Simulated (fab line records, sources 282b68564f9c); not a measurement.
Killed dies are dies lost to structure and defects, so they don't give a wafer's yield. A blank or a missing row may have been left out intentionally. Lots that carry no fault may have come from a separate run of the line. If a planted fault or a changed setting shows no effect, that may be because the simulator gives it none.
fab line records + flow ritCmos
[record]
- lots = 4
- wafers = 12
- lastDay = 7
route steps=202 shown SDANNEAL@156 SILICIDE@161 CONTACT@168 M1@184
lots with no fault: from the same line, run without faults
startH: hours from the record's opening day to when the first of the lot's shown wafers began + waitH: hours elapsed since this lot's preceding step + " unchanged from the row above + L1.1+2: several wafers, shown together as one row + - no value, or no start was given + * or withheld: withheld + < > ~ a bound
route shown NAME@n: NAME is a module with steps in the file, n the number in the route of the first one + usual: mean and standard deviation over wafers with no fault + same: alike in all rows + chamber/n: place in a boat + sites: each site's reading + _std_site: the standard deviation of these + _edge_site: inner sites' mean taken away from outer sites' mean + radiusMm: how far each site lies from the wafer's centre + mask NAME#n: copy n + behind: tool/chamber where the wafer was last shaped + hold: what put the lot on hold/how long, in hours/how the hold closed + device: names the non-switching transistor (n, p or np) + end of line: the tests these same wafers got at the end of their route + a step without rows: its recipe alone + killed: the dies lost at the first sort to structure and to defects; this is not the yield of the wafer + map: a wafer's dies, marking killed ones x, the rest . and places with no die _
set.NAME: setting as actually run; set.NAME@STEP: the setting as run at that earlier step + model.NAME: the simulator's own value behind a step, which no gauge read
certain route steps with their lots: each step a table, each wafer a row
services: when a tool's chamber went out of use (startH, in hours from the record's first day, below 0 if earlier), for how many hours, and the reason
[[steps]]
[step RIT_SDANNEAL_RTA_03]
[recipe]
- tempC = 1050
- timeS = 5
- idleTempC = 600
- rampUpCPerS = 342
- rampDownCPerS = 171
- coolToC = 600
- ambient = N2
[step RIT_SILICIDE_WET_ETCH_00]
[recipe]
- chemistry = BOE
- target = SiO2
- targetDepthNm = 14
- timeS = 15
- dry = n2Spin
- dilution = 10:1
- tempC = 21.5
[step RIT_SILICIDE_SPUTTER_01]
[recipe]
- material = Ti
- targetThkNm = 30
- powerW = 355.3
- chamberPressurePa = 0.667
- gas = Ar
- timeS = 240
- substrateTempC = 25
[step RIT_SILICIDE_RTA_04]
[recipe]
- tempC = 650
- timeS = 10
- idleTempC = 25
- rampUpS = 5
- rampDownS = 5
- coolToC = 25
- ambient = N2
[step RIT_SILICIDE_WET_ETCH_05]
[recipe]
- chemistry = SPM
- target = Ti
- tempC = 90
- timeS = 120
- dry = n2Spin
[step RIT_SILICIDE_RTA_06]
[recipe]
- tempC = 750
- timeS = 10
- idleTempC = 25
- rampUpS = 5
- rampDownS = 10
- coolToC = 25
- ambient = N2
[step RIT_CONTACT_CVD_00]
[recipe]
- material = SiO2
- targetThkNm = 400
- precursor = TEOS
- tempC = 390
- timeS = 61
- rfW = 400
[usual]
- heaterPowerW = 310/52
| lot.wafer | tool     | chamber | startH | waitH | heaterPowerW | model.SiO2_of_CONTACT_CVD_00.thkNm |
|-----------|----------|---------|--------|-------|--------------|------------------------------------|
| L805.2    | pecvd-01 | 2       | 72.30  | 0.0   | 429          | 389.5                              |
| L805.3    | "        | 0       | "      | "     | 248          | 398.8                              |
| L805.4    | "        | 0       | "      | "     | 259          | 403.7                              |
| L817.1    | pecvd-01 | 2       | 123.39 | 0.1   | 383          | 314.7                              |
| L817.2    | "        | 1       | "      | "     | 226          | 393.8                              |
| L817.6    | "        | 1       | "      | "     | 230          | 402.1                              |
| L820.2    | pecvd-01 | 2       | 139.68 | 0.0   | 421          | 317.6                              |
| L820.5    | "        | 2       | "      | "     | 437          | 321.6                              |
| L820.6    | "        | 0       | "      | "     | 248          | 410.9                              |
| L822.2    | pecvd-04 | 2       | 156.32 | 0.0   | 291          | 395.6                              |
| L822.3    | "        | 0       | "      | "     | 263          | 394.2                              |
| L822.5    | "        | 1       | "      | "     | 366          | 401.1                              |
[step RIT_CONTACT_THK_MEAS_01]
[recipe]
- reads = SiO2_of_CONTACT_CVD_00
[usual]
- CONTACT_TEOS_THK = 400/5.2
| lot.wafer | tool         | chamber | startH | waitH | CONTACT_TEOS_THK[nm] |
|-----------|--------------|---------|--------|-------|----------------------|
| L805.2    | filmMetro-01 | -       | 72.36  | 0.0   | 390                  |
| L805.3    | "            | -       | "      | "     | 399                  |
| L805.4    | "            | -       | "      | "     | 404                  |
| L817.1    | filmMetro-03 | -       | 123.44 | 0.0   | 315                  |
| L817.2    | "            | -       | "      | "     | 394                  |
| L817.6    | "            | -       | "      | "     | 402                  |
| L820.2    | filmMetro-03 | -       | 139.74 | 0.0   | 318                  |
| L820.5    | "            | -       | "      | "     | 321                  |
| L820.6    | "            | -       | "      | "     | 411                  |
| L822.2    | filmMetro-03 | -       | 156.39 | 0.0   | 396                  |
| L822.3    | "            | -       | "      | "     | 394                  |
| L822.5    | "            | -       | "      | "     | 401                  |
[step RIT_CONTACT_HMDS_02]
[recipe]
- primeTimeS = 60
- primeTempC = 140
[step RIT_CONTACT_COAT_03]
[recipe]
- resist = NOVOLAK
- spinRpm = 3298
- resistThkNm = 1000
[step RIT_CONTACT_SOFTBAKE_04]
[recipe]
- resist = NOVOLAK
- tempC = 90
- timeS = 60
[step RIT_CONTACT_EXPOSE_05]
[recipe]
- maskId = M11
- na = 0.6
- sourceShape = conventional
- sigmaOuter = 0.5
- targetCdNm = 1000
- doseMj = 250
[step RIT_CONTACT_PEB_06]
[recipe]
- resist = NOVOLAK
- tempC = withheld
- timeS = withheld
[step RIT_CONTACT_DEVELOP_07]
[recipe]
- resist = NOVOLAK
- developTimeS = 120
- devTempC = 23
[step RIT_CONTACT_HARDBAKE_10]
[recipe]
- resist = NOVOLAK
- tempC = 140
- timeS = 60
[step RIT_CONTACT_ETCH_11]
[recipe]
- targetDepthA = 4800
- overEtchFrac = 0.2
- stopOn = TiSi2
- chemistry = CHF3/CF4/Ar
- target = SiO2
- CHF3_flow_sccm = 50
- cf4FlowSccm = 10
- Ar_flow_sccm = 100
- O2_flow_sccm = 5
- pressureMtorr = 100
- rfW = 200
- timeS = 320
[usual]
- CHF3_flow_sccm = 49.99/0.15
- chamberPressureMTorr = 100.00/0.095
- drypumpMotorCurrentA = 5.7/0.55
- mfcArSccm = 100.0/0.31
- oesProductAu = 0.993/0.016
- throttleValvePct = 8.90/0.12
| lot.wafer | tool       | chamber | startH | waitH | CHF3_flow_sccm | chamberPressureMTorr | drypumpMotorCurrentA | mfcArSccm | oesProductAu | rfHoursCounterH | throttleValvePct | model.CONTACT.featureDepthNm | model.etch.depthNm |
|-----------|------------|---------|--------|-------|----------------|----------------------|----------------------|-----------|--------------|-----------------|------------------|------------------------------|--------------------|
| L805.2    | rieDiel-03 | 1       | 73.69  | 0.1   | 50.18          | 100.16               | 6.3                  | 100.5     | 0.988        | 2               | 8.90             | 389.5                        | 389.5              |
| L805.3    | "          | 3       | "      | "     | 49.99          | 99.97                | 5.4                  | 99.9      | 1.009        | 21              | 9.10             | 398.8                        | 398.8              |
| L805.4    | "          | 0       | "      | "     | 50.08          | 99.97                | 6.5                  | 99.9      | 0.956        | 25              | 8.98             | 403.7                        | 403.7              |
| L817.1    | rieDiel-02 | 2       | 124.77 | 0.1   | 50.05          | 99.93                | 5.2                  | 99.9      | 0.970        | 5               | 8.86             | 314.7                        | 314.7              |
| L817.2    | "          | 0       | "      | "     | 49.87          | 100.06               | 6.1                  | 100.0     | 0.995        | 20              | 8.84             | 393.8                        | 393.8              |
| L817.6    | "          | 0       | "      | "     | 49.96          | 100.04               | 6.1                  | 100.4     | 0.990        | -               | 8.85             | 402.1                        | 402.1              |
| L820.2    | rieDiel-01 | 0       | 141.23 | 0.1   | 49.92          | 100.11               | 4.7                  | 100.1     | 0.987        | 66              | 8.90             | 317.6                        | 317.6              |
| L820.5    | "          | 3       | "      | "     | 49.98          | 99.91                | 4.8                  | 100.2     | 0.982        | -               | 8.84             | 321.6                        | 321.6              |
| L820.6    | "          | 0       | "      | "     | 50.06          | 100.03               | 4.7                  | 99.6      | 0.999        | -               | 8.90             | 410.9                        | 410.9              |
| L822.2    | rieDiel-03 | 1       | 158.01 | 0.1   | 50.21          | 100.14               | 6.3                  | 99.5      | 0.990        | 3               | 8.88             | 395.6                        | 395.6              |
| L822.3    | "          | 3       | "      | "     | 50.10          | 99.82                | 5.5                  | 100.6     | 1.005        | 22              | 9.08             | 394.2                        | 394.2              |
| L822.5    | "          | 0       | "      | "     | 50.02          | 100.10               | 6.5                  | 100.0     | 0.959        | -               | 8.98             | 401.1                        | 401.1              |
[step RIT_CONTACT_STRIP_12]
[recipe]
- chemistry = O2
- timeS = 180
- resist = NOVOLAK
- platenTempC = withheld
- powerW = 500
- pressureMtorr = 4000
- o2FlowSccm = 4000
[step RIT_CONTACT_CLEAN_13]
[recipe]
- chemistry = SC1
- mix = 3:3:50
- timeS = 600
- tempC = 75
[step RIT_CONTACT_CLEAN_14]
[recipe]
- chemistry = SC2
- mix = 3:3:50
- timeS = 600
- tempC = 75
- dry = n2Spin
[step RIT_M1_SPUTTER_00]
[recipe]
- material = Al
- targetThkNm = 400
- powerW = 2000
- chamberPressurePa = 0.4
- gas = Ar
- timeS = 500
- substrateTempC = 25
[step RIT_M1_HMDS_03]
[recipe]
- primeTimeS = 60
- primeTempC = 140
[step RIT_M1_COAT_04]
[recipe]
- resist = NOVOLAK
- spinRpm = 2000
- resistThkNm = 1300
[step RIT_M1_SOFTBAKE_05]
[recipe]
- resist = NOVOLAK
- tempC = 90
- timeS = 60
[step RIT_M1_EXPOSE_06]
[recipe]
- maskId = M12
- na = 0.6
- sourceShape = conventional
- sigmaOuter = 0.5
- targetCdNm = 2600
- doseMj = 254.3
[step RIT_M1_PEB_07]
[recipe]
- resist = NOVOLAK
- tempC = withheld
- timeS = withheld
[step RIT_M1_DEVELOP_08]
[recipe]
- resist = NOVOLAK
- developTimeS = 68
- devTempC = 23
[step RIT_M1_HARDBAKE_11]
[recipe]
- resist = NOVOLAK
- tempC = 140
- timeS = 120
[step RIT_M1_METAL_ETCH_12]
[recipe]
- stopOn = SiO2
- chemistry = Cl2/BCl3
- target = Al
- timeS = 165
- overEtchFrac = 0.5
- pressureMtorr = 100
- targetDepthA = 6000
- rfW = 250
- Cl2_flow_sccm = 60
- bcl3FlowSccm = 50
[usual]
- chamberPressureMTorr = 100.01/0.091
- drypumpMotorCurrentA = 5.68/0.2
- oesProductAu = 0.771/0.015
- throttleValvePct = 8.34/0.075
| lot.wafer | tool        | chamber | startH | waitH | chamberPressureMTorr | drypumpMotorCurrentA | oesProductAu | rfHoursCounterH | throttleValvePct | model.SiO2_of_CONTACT_CVD_00.thkNm |
|-----------|-------------|---------|--------|-------|----------------------|----------------------|--------------|-----------------|------------------|------------------------------------|
| L805.2    | rieMetal-02 | 1       | 76.45  | 0.2   | 100.03               | 5.51                 | 0.745        | 3               | 8.21             | 353                                |
| L805.3    | "           | 1       | "      | "     | 99.98                | 5.49                 | 0.749        | -               | 8.21             | 362.5                              |
| L805.4    | "           | 0       | "      | "     | 100.00               | 5.99                 | 0.763        | -               | 8.32             | 366                                |
| L817.1    | rieMetal-03 | 0       | 127.37 | 0.2   | 100.05               | 5.56                 | 0.797        | 5               | 8.34             | 277.3                              |
| L817.2    | "           | 1       | "      | "     | 99.95                | 5.82                 | 0.761        | 5               | 8.35             | 357.7                              |
| L817.6    | "           | 0       | "      | "     | 100.10               | 5.56                 | 0.786        | -               | 8.35             | 364.8                              |
| L820.2    | rieMetal-03 | 0       | 143.86 | 0.2   | 99.97                | 5.60                 | 0.780        | 5               | 8.34             | 280.7                              |
| L820.5    | "           | 0       | "      | "     | 99.85                | 5.57                 | 0.795        | -               | 8.35             | 284.8                              |
| L820.6    | "           | 1       | "      | "     | 100.09               | 5.79                 | 0.757        | -               | 8.37             | 375.2                              |
| L822.2    | rieMetal-01 | 0       | 160.83 | 0.2   | 99.98                | 5.85                 | 0.765        | 0               | 8.46             | 358                                |
| L822.3    | "           | 0       | "      | "     | 99.98                | 5.87                 | 0.772        | -               | 8.46             | 356.6                              |
| L822.5    | "           | 0       | "      | "     | 100.02               | 5.82                 | 0.766        | -               | 8.46             | 363.5                              |
[step RIT_M1_STRIP_13]
[recipe]
- chemistry = nmp
- resist = NOVOLAK
- tempC = 80
- timeS = 600
- dry = n2Spin
[step RIT_M1_PROBE_99]
[usual]
- killed_at_M0_to_M3 = 0.0/0.12
- killedAtFrontEnd = 6.8/3
- killedDies = 6.9/3
- killedOpen = 3.3/1.9
- killedShort = 3.6/1.9
[same]
- grossDies = 264
- killed_at_M4_up = 0
- killedAtBackSide = 0
- killedAtContacts = 0
- killedAtOther = 0
| lot.wafer | tool      | chamber | startH | waitH | killed_at_M0_to_M3 | killedAtFrontEnd | killedDies | killedOpen | killedShort |
|-----------|-----------|---------|--------|-------|--------------------|------------------|------------|------------|-------------|
| L805.2    | prober-02 | -       | 78.75  | 0.1   | 0                  | 5                | 5          | 2          | 3           |
| L805.3    | prober-02 | -       | 78.80  | 0.2   | 0                  | 3                | 3          | 2          | 1           |
| L805.4    | prober-02 | -       | 78.85  | 0.2   | 1                  | 4                | 5          | 3          | 2           |
// killed by level:class
L805.2 SPACER:geometricParticle:short=2 FOX1:geometricParticle:short=1 GATE:geometricParticle:open=1 SPACER:geometricParticle:open=1
L805.3 FOX2:geometricParticle:open=2 FOX1:geometricParticle:short=1
L805.4 FOX2:geometricParticle:open=1 GATE:geometricParticle:short=1 REOX:geometricParticle:open=1 SPACER:geometricParticle:open=1 M1:geometricParticle:short=1
[[services]]
| tool        | chamber | startH | hours | kind                  |
|-------------|---------|--------|-------|-----------------------|
| rieDiel-02  | 3       | 52.75  | -     | clean                 |
| rieDiel-02  | 3       | 52.75  | -     | consumableReplace:esc |
| rieDiel-02  | 3       | 52.75  | 23.4  | scheduledDown         |
| rieDiel-02  | 3       | 52.75  | 23.4  | ventCycle             |
| rieDiel-02  | -       | 64.26  | 4.1   | repair                |
| rieDiel-02  | 0       | 68.20  | 5.4   | repair                |
| rieMetal-01 | -       | 89.55  | 1.4   | pm                    |
| rieDiel-01  | 3       | 105.95 | -     | clean                 |
| rieDiel-01  | 3       | 105.95 | 18.8  | scheduledDown         |
| rieDiel-01  | 3       | 105.95 | 18.8  | ventCycle             |
| rieMetal-02 | -       | 117.44 | 2.8   | pm                    |
| rieDiel-02  | 1       | 119.49 | 15.3  | repair                |
| rieDiel-02  | 1       | 134.80 | -     | clean                 |
| rieDiel-02  | 1       | 134.80 | 30.0  | scheduledDown         |
| rieDiel-02  | 1       | 134.80 | 30.0  | ventCycle             |
| rieMetal-01 | -       | 136.12 | 20.0  | pm                    |
| rieMetal-01 | 0       | 136.12 | 20.0  | ventCycle             |
| rieMetal-01 | 1       | 136.12 | 20.0  | ventCycle             |
| rieDiel-01  | 2       | 137.42 | 13.6  | repair                |
| rieDiel-01  | 0       | 147.65 | 1.4   | repair                |
| rieDiel-02  | -       | 153.71 | 14.6  | pm                    |
| rieMetal-01 | 0       | 156.12 | -     | clean                 |
| rieMetal-01 | 1       | 156.12 | -     | clean                 |
| rieMetal-02 | -       | 160.84 | 4.3   | pm                    |
[[key]]
[firstSign]
- step = RIT_CONTACT_THK_MEAS_01
- reading = CONTACT_TEOS_THK
- direction = down
- sigmas = 16
- usual = 400
- struck = 318
effect none on later readings
[modelEffect]
- step = RIT_CONTACT_CVD_00
- value = SiO2_of_CONTACT_CVD_00.thkNm
- without = 397.8
- struck = 318
[modelEffect]
- step = RIT_CONTACT_ETCH_11
- value = CONTACT.featureDepthNm
- without = 397.8
- struck = 318
[modelEffect]
- step = RIT_M1_METAL_ETCH_12
- value = SiO2_of_CONTACT_CVD_00.thkNm
- without = 360.7
- struck = 280.9
metAt RIT_CONTACT_CVD_00
struckWafers L817.1,L820.2,L820.5
testerLeftOut L817,L820
onsetBetween 72.30 123.39
[fault]
- kind = processParameterDrift
- tool = pecvd-01
- chamber = 2
- onsetH = 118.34
- steps = RIT_CONTACT_CVD_00
- channel = targetThkNm
- offset = -80
- shape = step
- endH = 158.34
- stated = 400
// testerLeftOut: of these lots the tester's yield and bins aren't shown, on N5 and GAA mostly nor the transistor test; their killed dies are dies lost to structure and defects alone, not to doping, threshold or leakage, so they don't give the yield
